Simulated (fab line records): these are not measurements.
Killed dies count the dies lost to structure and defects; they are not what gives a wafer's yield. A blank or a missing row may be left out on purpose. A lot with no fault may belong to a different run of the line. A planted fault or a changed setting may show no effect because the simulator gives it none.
Which tool was responsible?	flow berkeleyCmos170	42 wafers from 14 lots sampled at 3 of the route's 331 steps

WHAT EACH GAUGE READ, for each wafer
UCB170_ACTIVE_THK_MEAS_03. Usual: for ACTIVE_OXIDE_THK the level is 26.3 nm and the standard deviation is 0.43.
lot	measured	on	ACTIVE_OXIDE_THK (nm)	flag
L305	day 5 04:42	filmMetro-01	26.0 25.8 26.2	
L304	day 5 04:42	filmMetro-02	26.1 26.2 26.2	
L306	day 5 04:38	filmMetro-01	26.5 26.0 26.4	
L307	day 5 04:38	filmMetro-02	26.3 26.2 26.4	
L308	day 5 11:59	filmMetro-04	26.8 26.4 26.5	
L309	day 5 11:59	filmMetro-01	25.6 25.9 25.4	
L310	day 5 11:59	filmMetro-02	26.1 26.1 26.4	
L311	day 6 03:19	filmMetro-02	25.9 25.7 26.1	
L315	day 6 18:55	filmMetro-04	25.8 25.8 26.0	
L314	day 6 18:55	filmMetro-01	26.7 26.8 26.7	
L316	day 7 07:16	filmMetro-04	26.7 26.9 27.2	
L318	day 7 07:17	filmMetro-01	26.8 26.5 26.5	
L319	day 7 14:49	filmMetro-01	26.5 26.4 26.6	
L324	day 8 06:52	filmMetro-04	26.8 27.0 27.1	

UCB170_ACTIVE_CD_MEAS_13: target cd 1200 nm. Usual: 1199.7 nm for cdNm, sd 1.7.
lot	measured	on	cdNm (nm)	flag
L305	day 5 14:07	cdSem-02	1200.3 1200.1 1201.5	
L304	day 5 14:13	cdSem-01	1199.4 1199.0 1198.6	
L306	day 5 13:23	cdSem-01	1199.4 1199.5 1198.8	
L307	day 5 13:56	cdSem-01	1197.2 1197.8 1197.0	
L308	day 5 21:03	cdSem-02	1201.6 1201.4 1201.7	
L309	day 5 21:01	cdSem-01	1198.5 1198.6 1200.1	
L310	day 5 20:44	cdSem-02	1203.3 1203.4 1202.6	
L311	day 6 11:20	cdSem-01	1200.5 1200.2 1200.8	
L315	day 7 02:43	cdSem-01	1198.7 1200.1 1197.3	
L314	day 7 02:26	cdSem-01	1201.3 1202.2 1201.4	
L316	day 7 14:01	cdSem-01	1203.6 1202.6 1202.0	
L318	day 7 14:14	cdSem-01	1199.4 1199.2 1199.4	
L319	day 7 22:22	cdSem-01	1201.5 1200.6 1201.7	
L324	day 8 16:26	cdSem-01	1199.0 1198.4 1198.1	

EACH LOT AND THE TOOL THAT RAN IT (in order: tool; ch and the chambers of the sampled wafers; start)
lot	UCB170_ZERO_ETCH_06
L305	rieDiel-02 ch 0,1,3, day 2 14:11
L304	rieDiel-04 ch 0,1,2, day 2 14:36
L306	rieDiel-02 ch 0,2,3, day 2 22:38
L307	rieDiel-04 ch 0,2,3, day 3 01:13
L308	rieDiel-04 ch 0,2,3, day 3 07:20
L309	rieDiel-04 ch 0,1, day 3 12:37
L310	rieDiel-04 ch 1,2, day 3 14:50
L311	rieDiel-02 ch 1,2, day 3 18:50
L315	rieDiel-04 ch 0,2,3, day 4 22:01
L314	rieDiel-01 ch 0,2,3, day 4 22:17
L316	rieDiel-01 ch 1,2,3, day 5 04:38
L318	rieDiel-02 ch 1,2,3, day 5 07:08
L319	rieDiel-01 ch 0,3, day 5 14:23
L324	rieDiel-01 ch 0,2,3, day 6 12:31
- UCB170_ZERO_ETCH_06: etches SiO2 in CHF3/CF4/Ar, time 12 s.

WHAT THE TOOLS THEMSELVES READ (means of the sampled wafers that have a number; where no wafer has one, the mark that the record gives instead)
UCB170_ZERO_ETCH_06. Usual: CHF3_flow_sccm 50.00 sccm, standard deviation 0.16; drypumpMotorCurrentA 5.81 A, standard deviation 0.26; oesProductAu 0.616 a.u., standard deviation 0.011; throttleValvePct 9.23 %, standard deviation 0.13.
lot	tool	CHF3_flow_sccm (sccm)	drypumpMotorCurrentA (A)	oesProductAu (a.u.)	throttleValvePct (%)	flag
L305	rieDiel-02	49.97	5.92	0.610	9.15	
L304	rieDiel-04	49.87	5.66	0.617	9.31	
L306	rieDiel-02	50.06	5.90	0.609	9.22	
L307	rieDiel-04	49.87	5.79	0.617	9.25	
L308	rieDiel-04	49.94	5.78	0.610	9.24	
L309	rieDiel-04	50.09	5.80	0.615	9.31	
L310	rieDiel-04	49.96	5.68	0.630	9.36	
L311	rieDiel-02	50.19	5.70	0.608	9.10	
L315	rieDiel-04	50.06	5.80	0.614	9.24	
L314	rieDiel-01	49.71	5.82	0.621	9.25	
L316	rieDiel-01	49.85	5.66	0.617	9.33	
L318	rieDiel-02	50.10	5.75	0.610	9.13	
L319	rieDiel-01	50.09	5.82	0.619	9.13	
L324	rieDiel-01	49.84	5.81	0.620	9.25	

THE ANSWER, worked out from the rows above alone
Rule: a lot is off if the mean of its wafers that have a number lies more than 3 standard deviations from the usual mean. Also off: a lot with no number at a reading for which 4 or more lots have one. Any other lot the step has rows for is counted as sound. The gauges are gone through in route order, then the tools' own readings, and for those a lot's mean is taken as printed above. The first step at which some lot is off is used, and at that step the reading that is off furthest; a lot without a number counts as furthest.
No lot is off on any of the readings shown, so nothing can be concluded from this.

WHAT THE SIMULATOR HAD INSERTED
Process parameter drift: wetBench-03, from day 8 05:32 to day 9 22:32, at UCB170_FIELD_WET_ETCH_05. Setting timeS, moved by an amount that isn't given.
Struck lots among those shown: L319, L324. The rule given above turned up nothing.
